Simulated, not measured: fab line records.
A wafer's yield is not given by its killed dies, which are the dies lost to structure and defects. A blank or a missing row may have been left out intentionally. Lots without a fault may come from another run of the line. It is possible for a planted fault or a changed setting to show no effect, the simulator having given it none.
Which tool is to blame? :: flow rit_cmos :: 42 wafers from 14 lots sampled at 4 of the route's 202 steps

WHAT THE GAUGES SHOWED, per wafer
RIT_M1_RS_MEAS_01: the measuring method here is four-point-probe.
lot: L305
measured: day 3 05:07
on: film_metro-02
M1_AL_RS (ohm/sq): 0.0745 0.0747 0.0746

lot: L306
measured: day 3 11:05
on: film_metro-04
M1_AL_RS (ohm/sq): 0.0722 0.0725 0.0727

lot: L307
measured: day 3 16:31
on: film_metro-04
M1_AL_RS (ohm/sq): 0.0731 0.0731 0.0731

lot: L308
measured: day 3 21:26
on: film_metro-01
M1_AL_RS (ohm/sq): 0.0736 0.0738 0.0732

lot: L309
measured: day 4 01:51
on: film_metro-02
M1_AL_RS (ohm/sq): 0.0741 0.0737 0.0738

lot: L314
measured: day 5 07:28
on: film_metro-04
M1_AL_RS (ohm/sq): 0.0734 0.0729 0.0728

lot: L316
measured: day 5 13:59
on: film_metro-04
M1_AL_RS (ohm/sq): 0.0713 0.0722 0.0728

lot: L317
measured: day 5 20:46
on: film_metro-04
M1_AL_RS (ohm/sq): 0.0733 0.0475 0.0740

lot: L318
measured: day 6 06:14
on: film_metro-04
M1_AL_RS (ohm/sq): 0.0474 0.0723 0.0726

lot: L319
measured: day 6 05:28
on: film_metro-02
M1_AL_RS (ohm/sq): 0.0743 0.0742 0.0749

lot: L320
measured: day 6 09:05
on: film_metro-02
M1_AL_RS (ohm/sq): 0.0722 0.0726 0.0723

lot: L322
measured: day 6 18:01
on: film_metro-04
M1_AL_RS (ohm/sq): 0.0730 0.0732 0.0726

lot: L326
measured: day 7 15:53
on: film_metro-04
M1_AL_RS (ohm/sq): 0.0733 0.0726 0.0734

lot: L327
measured: day 7 19:13
on: film_metro-01
M1_AL_RS (ohm/sq): 0.0738 0.0734 0.0741

RIT_M1_THK_MEAS_02: measures by xrf.
lot: L305
measured: day 3 05:13
on: film_metro-02
M1_AL_THK (nm): 392 394 394

lot: L306
measured: day 3 11:13
on: film_metro-04
M1_AL_THK (nm): 407 406 404

lot: L307
measured: day 3 16:38
on: film_metro-04
M1_AL_THK (nm): 401 400 401

lot: L308
measured: day 3 21:33
on: film_metro-01
M1_AL_THK (nm): 403 400 401

lot: L309
measured: day 4 01:58
on: film_metro-02
M1_AL_THK (nm): 393 395 395

lot: L314
measured: day 5 07:35
on: film_metro-04
M1_AL_THK (nm): 400 406 405

lot: L316
measured: day 5 14:06
on: film_metro-04
M1_AL_THK (nm): 416 408 406

lot: L317
measured: day 5 20:53
on: film_metro-04
M1_AL_THK (nm): 405 617 400

lot: L318
measured: day 6 06:20
on: film_metro-04
M1_AL_THK (nm): 620 409 406

lot: L319
measured: day 6 05:34
on: film_metro-02
M1_AL_THK (nm): 395 395 394

lot: L320
measured: day 6 09:13
on: film_metro-02
M1_AL_THK (nm): 407 406 406

lot: L322
measured: day 6 18:08
on: film_metro-04
M1_AL_THK (nm): 405 405 410

lot: L326
measured: day 7 16:01
on: film_metro-04
M1_AL_THK (nm): 402 405 402

lot: L327
measured: day 7 19:20
on: film_metro-01
M1_AL_THK (nm): 399 402 397

TOOL THAT RAN EACH LOT (tool first, then ch and the chambers of the sampled wafers, then the start)
lot: L305
RIT_ACTIVE_STRIP_14: plasma_asher-04 ch 0,1, day 1 15:12
RIT_M1_SPUTTER_00: pvd_sputter-03, day 3 04:47

lot: L306
RIT_ACTIVE_STRIP_14: plasma_asher-02 ch 0,1, day 1 19:50
RIT_M1_SPUTTER_00: pvd_sputter-01, day 3 10:47

lot: L307
RIT_ACTIVE_STRIP_14: plasma_asher-01 ch 0,1, day 2 02:47
RIT_M1_SPUTTER_00: pvd_sputter-03, day 3 16:14

lot: L308
RIT_ACTIVE_STRIP_14: plasma_asher-04 ch 0,1, day 2 06:41
RIT_M1_SPUTTER_00: pvd_sputter-01, day 3 21:08

lot: L309
RIT_ACTIVE_STRIP_14: plasma_asher-02 ch 0,1, day 2 11:00
RIT_M1_SPUTTER_00: pvd_sputter-03, day 4 01:32

lot: L314
RIT_ACTIVE_STRIP_14: plasma_asher-04 ch 0,1, day 3 11:50
RIT_M1_SPUTTER_00: pvd_sputter-01, day 5 07:10

lot: L316
RIT_ACTIVE_STRIP_14: plasma_asher-02 ch 0,1, day 3 21:50
RIT_M1_SPUTTER_00: pvd_sputter-04, day 5 13:41

lot: L317
RIT_ACTIVE_STRIP_14: plasma_asher-01 ch 0,1, day 4 02:58
RIT_M1_SPUTTER_00: pvd_sputter-01, day 5 20:28

lot: L318
RIT_ACTIVE_STRIP_14: plasma_asher-02 ch 0,1, day 4 07:58
RIT_M1_SPUTTER_00: pvd_sputter-01, day 6 05:55

lot: L319
RIT_ACTIVE_STRIP_14: plasma_asher-02 ch 0,1, day 4 13:11
RIT_M1_SPUTTER_00: pvd_sputter-03, day 6 05:07

lot: L320
RIT_ACTIVE_STRIP_14: plasma_asher-01 ch 0,1, day 4 17:58
RIT_M1_SPUTTER_00: pvd_sputter-04, day 6 08:47

lot: L322
RIT_ACTIVE_STRIP_14: plasma_asher-02 ch 1, day 5 03:50
RIT_M1_SPUTTER_00: pvd_sputter-04, day 6 17:43

lot: L326
RIT_ACTIVE_STRIP_14: plasma_asher-02 ch 0,1, day 6 00:27
RIT_M1_SPUTTER_00: pvd_sputter-04, day 7 15:36

lot: L327
RIT_ACTIVE_STRIP_14: plasma_asher-02 ch 0,1, day 6 04:56
RIT_M1_SPUTTER_00: pvd_sputter-03, day 7 18:55
- RIT_ACTIVE_STRIP_14: strips in O2, time 180 s.
- RIT_M1_SPUTTER_00: material Al, target thk 400 nm, time 500 s.

WHAT THE TOOLS THEMSELVES READ (means of the sampled wafers that have a number; where no wafer has one, the mark that the record gives instead)
RIT_ACTIVE_STRIP_14.
lot: L305
tool: plasma_asher-04
drypump_motor_current_A (A): 5.6

lot: L306
tool: plasma_asher-02
drypump_motor_current_A (A): 5.4

lot: L307
tool: plasma_asher-01
drypump_motor_current_A (A): 5.4

lot: L308
tool: plasma_asher-04
drypump_motor_current_A (A): 5.7

lot: L309
tool: plasma_asher-02
drypump_motor_current_A (A): 5.0

lot: L314
tool: plasma_asher-04
drypump_motor_current_A (A): 5.7

lot: L316
tool: plasma_asher-02
drypump_motor_current_A (A): 5.4

lot: L317
tool: plasma_asher-01
drypump_motor_current_A (A): 5.4

lot: L318
tool: plasma_asher-02
drypump_motor_current_A (A): 5.0

lot: L319
tool: plasma_asher-02
drypump_motor_current_A (A): 5.0

lot: L320
tool: plasma_asher-01
drypump_motor_current_A (A): 5.4

lot: L322
tool: plasma_asher-02
drypump_motor_current_A (A): 4.7

lot: L326
tool: plasma_asher-02
drypump_motor_current_A (A): 5.1

lot: L327
tool: plasma_asher-02
drypump_motor_current_A (A): 5.4

RIT_M1_SPUTTER_00.
lot: L305
tool: pvd_sputter-03
throttle_valve_pct (%): 29.2

lot: L306
tool: pvd_sputter-01
throttle_valve_pct (%): 30.5

lot: L307
tool: pvd_sputter-03
throttle_valve_pct (%): 30.0

lot: L308
tool: pvd_sputter-01
throttle_valve_pct (%): 30.4

lot: L309
tool: pvd_sputter-03
throttle_valve_pct (%): 29.1

lot: L314
tool: pvd_sputter-01
throttle_valve_pct (%): 29.9

lot: L316
tool: pvd_sputter-04
throttle_valve_pct (%): 30.1

lot: L317
tool: pvd_sputter-01
throttle_valve_pct (%): 29.9

lot: L318
tool: pvd_sputter-01
throttle_valve_pct (%): 30.6

lot: L319
tool: pvd_sputter-03
throttle_valve_pct (%): 29.2

lot: L320
tool: pvd_sputter-04
throttle_valve_pct (%): 30.0

lot: L322
tool: pvd_sputter-04
throttle_valve_pct (%): 30.0

lot: L326
tool: pvd_sputter-04
throttle_valve_pct (%): 30.3

lot: L327
tool: pvd_sputter-03
throttle_valve_pct (%): 29.5

THE ANSWER, worked out from the rows above alone
Rule: the lots themselves supply what counts as usual. The widest of any qualifying gaps counts: lots, ordered by their means at a reading, are off when they make up no more than a third of the lots, leave a main group of 4 or more, and stand apart from it by 3 or more times the standard deviation of that group's means. A main group is skipped when, at the precision printed for the reading in the tables above, its means are all equal. Also off: a lot with no number at a reading for which 4 or more lots have one. Any other lot the step has rows for is counted as sound. First the gauges in route order, then the tools' own readings, where a lot's mean is used as printed above. The first step at which some lot is off is used, and at that step the reading that is off furthest; a lot without a number counts as furthest.
Off: L317, L318, at RIT_M1_RS_MEAS_01 (M1_AL_RS). For the main group the mean is 0.0733 ohm/sq and the standard deviation 0.00076.
If a tool, at a process step before that reading, ran all the lots that are off and no sound lot after the first of them, it fits. Gauges at RIT_M1_RS_MEAS_01: tried the same way as those tools. One candidate fits, namely pvd_sputter-01 at RIT_M1_SPUTTER_00. A fault onset in the window from L314 (day 5 07:10, its last sound lot) to L317 (day 5 20:28, its first lot off) fits.

WHAT HAD BEEN PUT IN BY THE SIMULATOR
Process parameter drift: pvd_sputter-01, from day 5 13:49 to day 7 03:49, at RIT_M1_SPUTTER_00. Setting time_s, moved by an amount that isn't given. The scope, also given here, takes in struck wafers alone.
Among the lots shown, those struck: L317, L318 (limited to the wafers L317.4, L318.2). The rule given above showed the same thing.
